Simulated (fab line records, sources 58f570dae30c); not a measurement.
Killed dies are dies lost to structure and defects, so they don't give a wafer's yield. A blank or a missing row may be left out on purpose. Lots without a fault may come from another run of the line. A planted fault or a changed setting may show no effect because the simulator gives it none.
fab line records | flow berkeley_cmos170 | part 2 of 2: steps 34 to 46 of 46
record lots=5 wafers=15 last_day=12
route steps=331 shown NWELL@18 PWELL@34 WELLDRIVE@55 ACTIVE@60
lots that met no fault: from a run of the same line without faults
start_h: hours from the record's first day to the start of the lot's first wafer shown | wait_h: hours since the lot's step before | " the same as in the row above | L1.1+2: a row that stands for several wafers | - no value, or no start given | * or withheld: withheld | < > ~ a bound
route shown NAME@n: a module of which the file shows steps, and the number in the route of the first | usual: mean/standard deviation of fault-free wafers | same: alike in all rows | chamber/n: place in a boat | sites: the reading at each site | _std_site: their standard deviation | _edge_site: outer sites' mean less inner sites' | radius_mm: how far each site lies from the wafer's centre | mask NAME#n: copy n | behind: the tool/chamber that last shaped the wafer | hold: why the lot was held/for how many hours/how that ended | device: the transistor (n, p or np) that didn't switch | end of line: the same wafers' tests at the end of the route | a step without rows: its recipe alone | killed: dies lost to structure and defects at the first sort, not the wafer's yield | map: a wafer's dies, x killed, . not, _ none there
set.NAME: the setting as run; set.NAME@STEP: as run at that earlier step | model.NAME: the simulator's own value behind a step, which no gauge read
lots at some steps of the route; a table a step, a row a wafer
services: from which hour (start_h, from the record's first day; less than 0 if before it) a tool's chamber was out of use, for how many hours, and why
## steps
# step UCB170_PWELL_TW_MEAS_17
# usual PWELL_TW=378.0/1.9
# columns lot.wafer tool chamber start_h wait_h PWELL_TW
L075.1 film_metro-02 - 67.38 0.1 380.0
L075.3 " - " " 378.2
L075.6 " - " " 380.5
L076.1 film_metro-03 - 72.49 0.1 381.3
L076.2 " - " " 373.9
L076.4 " - " " 378.2
L089.1 film_metro-02 - 132.55 0.1 379.5
L089.3 " - " " 380.8
L089.5 " - " " 380.5
L096.1 film_metro-02 - 170.29 0.1 377.3
L096.4 " - " " 376.2
L096.6 " - " " 377.8
L097.4 film_metro-04 - 170.87 0.1 378.0
L097.5 " - " " 376.7
L097.6 " - " " 375.2
# step UCB170_PWELL_CLEAN_18
# recipe chemistry=SPM temp_c=120 time_s=600
# columns lot.wafer tool chamber start_h wait_h
L075.1+3+6 wet_bench-01 1 67.44 0.1
L076.1+2+4 wet_bench-02 3 72.63 0.1
L089.1+3+5 wet_bench-04 3 132.61 0.1
L096.1+4+6 wet_bench-01 1 170.35 0.1
L097.4+5+6 wet_bench-04 2 174.53 3.7
# step UCB170_PWELL_WET_ETCH_19
# recipe chemistry=H3PO4 target=Si3N4 temp_c=160 time_s=14400
# columns lot.wafer tool chamber start_h wait_h
L075.1+3+6 wet_bench-04 2 67.62 0.0
L076.1+2+4 wet_bench-02 3 72.80 0.0
L089.1+3+5 wet_bench-04 0 132.80 0.0
L096.1+4+6 wet_bench-04 1 170.52 0.0
L097.4+5+6 wet_bench-01 1 174.92 0.2
# step UCB170_PWELL_WET_ETCH_20
# recipe chemistry=BOE dilution=5:1 target=SiO2 temp_c=25 time_s=22
# columns lot.wafer tool chamber start_h wait_h
L075.1+3+6 wet_bench-02 0 71.65 0.0
L076.1+2+4 wet_bench-02 2 76.99 0.2
L089.1+3+5 wet_bench-04 0 137.17 0.0
L096.1+4+6 wet_bench-01 2 174.91 0.4
L097.4+5+6 wet_bench-01 1 179.20 0.3
# step UCB170_WELLDRIVE_CLEAN_00
# recipe chemistry=SPM temp_c=120 time_s=600
# columns lot.wafer tool chamber start_h wait_h
L075.1+3+6 wet_bench-02 1 71.69 0.0
L076.1+2+4 wet_bench-02 1 77.03 0.0
L089.1+3+5 wet_bench-04 0 137.18 0.0
L096.1+4+6 wet_bench-04 2 175.23 0.3
L097.4+5+6 wet_bench-01 2 179.21 0.0
# step UCB170_WELLDRIVE_OXIDATION_01
# recipe temp_c=1100 ambient=O2 target_thk_a=1990 ox_time_s=9000
# usual spike_tc_source_C=1129.9/1.1
# columns lot.wafer tool chamber start_h wait_h spike_tc_source_C
L075.1 furnace-02 0 76.22 4.4 1129.2
L075.3 " 0 " " 1130.1
L075.6 " 0 " " 1129.5
L076.1 furnace-02 0 81.39 4.2 1129.1
L076.2 " 0 " " 1130.6
L076.4 " 0 " " 1129.4
L089.1 furnace-04 0 141.75 4.4 1130.1
L089.3 " 0 " " 1129.1
L089.5 " 0 " " 1128.7
L096.1 furnace-01 0 178.09 2.7 1131.5
L096.4 " 0 " " 1130.6
L096.6 " 0 " " 1130.7
L097.4 furnace-01 0 182.94 3.6 1131.0
L097.5 " 0 " " 1131.0
L097.6 " 0 " " 1130.5
# step UCB170_WELLDRIVE_THK_MEAS_02
# recipe reads=SiO2_of_WELLDRIVE_OXIDATION_01
# usual WELLDRIVE_OXIDE_THK=201/4.1
# columns lot.wafer tool chamber start_h wait_h WELLDRIVE_OXIDE_THK[nm]
L075.1 film_metro-01 - 79.72 0.0 200
L075.3 " - " " 203
L075.6 " - " " 204
L076.1 film_metro-01 - 84.89 0.0 200
L076.2 " - " " 202
L076.4 " - " " 200
L089.1 film_metro-01 - 145.25 0.0 202
L089.3 " - " " 201
L089.5 " - " " 206
L096.1 film_metro-02 - 181.59 0.0 201
L096.4 " - " " 199
L096.6 " - " " 201
L097.4 film_metro-04 - 186.47 0.0 206
L097.5 " - " " 209
L097.6 " - " " 206
# step UCB170_WELLDRIVE_ANNEAL_03
# recipe temp_c=1100 time_s=915.2 ambient=N2
# usual spike_tc_source_C=1130.0/1.1
# columns lot.wafer tool chamber start_h wait_h spike_tc_source_C
L075.1 furnace-01 0 83.02 3.3 1129.4
L075.3 " 0 " " 1130.4
L075.6 " 0 " " 1130.6
L076.1 furnace-01 0 88.52 3.6 1131.9
L076.2 " 0 " " 1131.6
L076.4 " 0 " " 1131.5
L089.1 furnace-02 0 148.27 3.0 1130.8
L089.3 " 0 " " 1131.7
L089.5 " 0 " " 1130.3
L096.1 furnace-02 0 185.32 3.7 1127.4
L096.4 " 0 " " 1129.6
L096.6 " 0 " " 1130.4
L097.4 furnace-01 0 190.53 4.0 1130.1
L097.5 " 0 " " 1129.5
L097.6 " 0 " " 1133.2
# step UCB170_WELLDRIVE_WET_ETCH_04
# recipe chemistry=BOE dilution=5:1 target=SiO2 temp_c=25 time_s=120
# columns lot.wafer tool chamber start_h wait_h
L075.1+3+6 wet_bench-01 2 84.77 0.5
L076.1+2+4 wet_bench-01 2 89.77 0.0
L089.1+3+5 wet_bench-02 1 151.24 1.7
L096.1+4+6 wet_bench-04 2 186.92 0.3
L097.4+5+6 wet_bench-01 2 191.78 0.0
# step UCB170_ACTIVE_CLEAN_00
# recipe chemistry=SPM temp_c=120 time_s=600
# columns lot.wafer tool chamber start_h wait_h
L075.1+3+6 wet_bench-01 1 85.00 0.2
L076.1+2+4 wet_bench-01 1 89.81 0.0
L089.1+3+5 wet_bench-04 1 151.45 0.2
L096.1+4+6 wet_bench-04 0 187.33 0.4
L097.4+5+6 wet_bench-02 0 191.82 0.0
# step UCB170_ACTIVE_CLEAN_01
# recipe chemistry=dHF dilution=25:1 time_s=60
# columns lot.wafer tool chamber start_h wait_h
L075.1+3+6 wet_bench-01 2 85.54 0.4
L076.1+2+4 wet_bench-02 0 90.00 0.0
L089.1+3+5 wet_bench-04 0 151.64 0.0
L096.1+4+6 wet_bench-02 1 187.59 0.1
L097.4+5+6 wet_bench-04 0 192.01 0.0
# step UCB170_ACTIVE_OXIDATION_02
# recipe temp_c=1000 ambient=O2 target_thk_a=264 ox_time_s=1260
# usual spike_tc_source_C=1028.7/1
# columns lot.wafer tool chamber start_h wait_h spike_tc_source_C
L075.1 furnace-04 0 90.59 5.0 1027.6
L075.3 " 0 " " 1029.0
L075.6 " 0 " " 1028.9
L076.1 furnace-04 0 90.59 0.6 1029.0
L076.2 " 0 " " 1028.1
L076.4 " 0 " " 1029.1
L089.1 furnace-02 0 155.44 3.8 1029.4
L089.3 " 0 " " 1028.7
L089.5 " 0 " " 1028.1
L096.1 furnace-02 0 191.92 4.3 1028.9
L096.4 " 0 " " 1027.2
L096.6 " 0 " " 1029.0
L097.4 furnace-02 0 200.62 8.6 1028.1
L097.5 " 0 " " 1029.5
L097.6 " 0 " " 1028.8
# step UCB170_ACTIVE_THK_MEAS_03
# recipe reads=SiO2_of_ACTIVE_OXIDATION_02
# usual ACTIVE_OXIDE_THK=26.6/0.43
# columns lot.wafer tool chamber start_h wait_h ACTIVE_OXIDE_THK[nm]
L075.1 film_metro-01 - 91.94 0.0 27.1
L075.3 " - " " 27.4
L075.6 " - " " 27.2
L076.1 film_metro-03 - 92.00 0.1 26.8
L076.2 " - " " 27.0
L076.4 " - " " 26.9
L089.1 film_metro-03 - 156.79 0.0 26.3
L089.3 " - " " 26.7
L089.5 " - " " 26.2
L096.1 film_metro-02 - 193.27 0.0 25.8
L096.4 " - " " 25.8
L096.6 " - " " 25.7
L097.4 film_metro-03 - 202.00 0.0 27.0
L097.5 " - " " 26.6
L097.6 " - " " 26.9
## services
# columns tool chamber start_h hours kind
wet_bench-04 - 19.96 2.5 repair
furnace-01 - 32.95 3.4 pm
furnace-04 - 33.69 3.1 pm
krf_scanner-02 - 39.63 0.8 pm
krf_scanner-01 - 48.60 1.3 pm
furnace-02 - 53.12 4.4 pm
krf_scanner-02 - 56.65 1.3 pm
krf_scanner-02 - 64.09 3.6 pm
plasma_asher-03 - 71.64 1.5 repair
wet_bench-01 - 78.75 0.6 repair
krf_scanner-02 - 86.62 1.0 repair
krf_scanner-02 - 91.92 3.3 repair
krf_scanner-01 - 105.33 0.8 pm
furnace-01 - 117.78 3.6 pm
furnace-01 - 121.34 7.9 pm
rie_diel-03 3 122.03 3.3 repair
krf_scanner-01 - 125.53 1.0 pm
plasma_asher-03 - 134.95 3.3 repair
krf_scanner-02 - 141.39 1.0 pm
implanter-04 - 158.46 2.2 repair
rie_diel-03 1 165.34 1.7 repair
implanter-04 - 170.97 7.9 repair
wet_bench-02 - 181.50 0.8 repair
furnace-02 - 193.27 3.4 pm
